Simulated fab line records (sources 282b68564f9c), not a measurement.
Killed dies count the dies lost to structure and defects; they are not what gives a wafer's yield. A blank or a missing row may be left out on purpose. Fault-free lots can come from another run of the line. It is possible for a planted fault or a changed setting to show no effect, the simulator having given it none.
Which tool was responsible? ; flow rit cmos ; 16 lots with 48 wafers sampled at 5 steps, on a route of 202 steps

## WHAT THE GAUGES SHOWED, per wafer
RIT_FOX2_THK_MEAS_90.
lot;measured;on;FIELD_OXIDE_LEFT_1_THK (nm)
L950;day 2 04:26;film metro-04;322 331 324
L952;day 2 08:04;film metro-01;321 317 316
L953;day 2 12:05;film metro-03;320 312 313
L954;day 2 16:54;film metro-03;319 327 315
L955;day 2 21:47;film metro-03;312 313 313
L956;day 3 01:50;film metro-01;317 309 319
L959;day 3 16:11;film metro-03;322 325 325
L962;day 4 07:11;film metro-01;314 314 318
L963;day 4 12:13;film metro-01;312 316 311
L964;day 4 17:19;film metro-04;310 314 308
L965;day 4 22:15;film metro-03;324 321 323
L966;day 5 03:22;film metro-04;323 327 321
L968;day 5 13:26;film metro-04;314 313 311
L970;day 5 23:44;film metro-04;320 317 322
L971;day 6 04:15;film metro-04;316 314 314
L973;day 6 14:12;film metro-04;332 320 326

RIT_NSD_TW_MEAS_10.
lot;measured;on;NSD_TW
L950;day 3 08:38;film metro-02;3120 3138 3134
L952;day 3 14:43;film metro-03;3127 3137 3153
L953;day 3 16:40;film metro-03;3147 3126 3131
L954;day 3 20:53;film metro-02;3142 3128 3147
L955;day 4 02:31;film metro-02;3130 3139 3160
L956;day 4 06:15;film metro-01;3104 3091 3095
L959;day 4 19:52;film metro-02;3139 3109 3121
L962;day 5 11:19;film metro-02;3150 3143 3158
L963;day 5 16:16;film metro-02;3160 3160 3165
L964;day 5 21:47;film metro-03;3120 3132 3135
L965;day 6 02:48;film metro-03;3138 3123 3131
L966;day 6 07:37;film metro-02;3151 3144 3158
L968;day 6 17:35;film metro-02;3161 3151 3160
L970;day 7 03:10;film metro-01;3084 3070 3092
L971;day 7 09:04;film metro-02;3144 3155 3150
L973;day 7 18:51;film metro-01;3087 3086 3087

RIT_CONTACT_OVL_MEAS_09.
lot;measured;on;CONTACT_OVL (nm)
L950;day 3 12:55;overlay-01;-3.5 -3.6 -0.7
L952;day 3 19:17;overlay-01;0.6 -1.4 0.2
L953;day 3 20:54;overlay-01;1.0 0.5 0.1
L954;day 4 01:13;overlay-02;-2.1 -0.8 -4.8
L955;day 4 06:52;overlay-01;0.4 -1.4 -0.9
L956;day 4 10:31;overlay-01;0.4 2.1 -0.8
L959;day 5 00:14;overlay-02;1.5 -0.9 1.1
L962;day 5 15:35;overlay-01;-0.7 -1.2 -2.0
L963;day 5 20:24;overlay-02;-1.7 -2.1 -3.3
L964;day 6 01:53;overlay-01;129.0 126.7 129.0
L965;day 6 06:54;overlay-02;129.6 130.5 130.0
L966;day 6 11:53;overlay-02;-3.5 -2.7 -4.4
L968;day 6 21:41;overlay-01;-3.1 -2.6 -1.9
L970;day 7 07:31;overlay-02;127.9 128.8 127.1
L971;day 7 13:22;overlay-01;129.0 128.8 129.2
L973;day 7 23:03;overlay-01;0.3 -0.5 0.3

## EACH LOT AND THE TOOL THAT RAN IT (in order: tool; ch and the chambers of the sampled wafers; start)
lot;RIT_NRETRO_STRIP_09;RIT_CONTACT_EXPOSE_05
L950;plasma asher-01 ch 0,1, day 2 14:21;iline stepper-02 ch 0, day 3 12:18
L952;plasma asher-04 ch 0,1, day 2 19:26;iline stepper-01 ch 0, day 3 18:40
L953;plasma asher-02 ch 0,1, day 2 22:08;iline stepper-02 ch 0, day 3 20:16
L954;plasma asher-01 ch 0,1, day 3 03:09;iline stepper-02 ch 0, day 4 00:36
L955;plasma asher-01 ch 0,1, day 3 08:18;iline stepper-01 ch 0, day 4 06:16
L956;plasma asher-01 ch 0,1, day 3 13:26;iline stepper-01 ch 0, day 4 09:53
L959;plasma asher-04 ch 0,1, day 4 02:43;iline stepper-01 ch 0, day 4 23:36
L962;plasma asher-04 ch 0,1, day 4 18:22;iline stepper-01 ch 0, day 5 14:56
L963;plasma asher-02 ch 0,1, day 4 22:12;iline stepper-01 ch 0, day 5 19:46
L964;plasma asher-01 ch 0,1, day 5 03:33;iline stepper-01 ch 0, day 6 01:16
L965;plasma asher-02 ch 0,1, day 5 08:21;iline stepper-01 ch 0, day 6 06:17
L966;plasma asher-02 ch 0,1, day 5 13:19;iline stepper-02 ch 0, day 6 11:16
L968;plasma asher-04 ch 0,1, day 5 23:43;iline stepper-02 ch 0, day 6 21:03
L970;plasma asher-02 ch 0,1, day 6 09:37;iline stepper-01 ch 0, day 7 06:53
L971;plasma asher-04 ch 0,1, day 6 14:50;iline stepper-01 ch 0, day 7 12:40
L973;plasma asher-04 ch 0,1, day 7 00:52;iline stepper-02 ch 0, day 7 22:25
- RIT_NRETRO_STRIP_09: strips in O2, time 180 s.
- RIT_CONTACT_EXPOSE_05: exposes mask M11, target cd 1000 nm.

## WHAT THE TOOLS THEMSELVES READ (means of the sampled wafers that have a number; where no wafer has one, the mark that the record gives instead)
RIT_NRETRO_STRIP_09.
lot;tool;drypump motor current A (A)
L950;plasma asher-01;5.5
L952;plasma asher-04;6.4
L953;plasma asher-02;6.3
L954;plasma asher-01;5.5
L955;plasma asher-01;5.4
L956;plasma asher-01;5.5
L959;plasma asher-04;6.3
L962;plasma asher-04;6.3
L963;plasma asher-02;6.3
L964;plasma asher-01;5.5
L965;plasma asher-02;6.4
L966;plasma asher-02;6.3
L968;plasma asher-04;6.3
L970;plasma asher-02;6.3
L971;plasma asher-04;6.5
L973;plasma asher-04;6.4

## THE ANSWER, worked out from the rows above alone
Rule: the lots themselves supply what counts as usual. Put in order of their means at a reading, lots are off if they are a third of the lots or fewer, leave a main group of 4 or more, and stand apart from it by a gap of 3 or more times the standard deviation of the main group's means; of several such gaps the widest counts. Not used: any main group whose means are identical at the precision the tables above print for the reading. A lot without any number at a reading at which 4 lots or more have one is off too. Where the step has rows for the other lots, those lots are counted as sound. After the gauges, taken in route order, come the tools' own readings; for these a lot's mean is taken, as printed above. At the first step where some lot is off, the reading lying furthest off is the one used; lots without a number count as furthest.
Off: L964, L965, L970, L971, at RIT_CONTACT_OVL_MEAS_09 (CONTACT_OVL). Mean -1.2 nm and standard deviation 1.4 in the main group.
A tool fits if, at a process step before that reading, it ran every lot that is off, and no sound lot after the first of them. Those tools and the gauges at RIT_CONTACT_OVL_MEAS_09 are tried in the same way. One fits: iline stepper-01 at RIT_CONTACT_EXPOSE_05. A fault onset in the window from L963 (day 5 19:46, its last sound lot) to L964 (day 6 01:16, its first lot off) fits.

## WHAT THE SIMULATOR HAD PUT IN
Scanner matching overlay: iline stepper-01, from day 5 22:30 on, at RIT_CONTACT_EXPOSE_05. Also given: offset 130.
Shown lots that were struck: L964, L965, L970, L971. The rule given above showed the same thing.
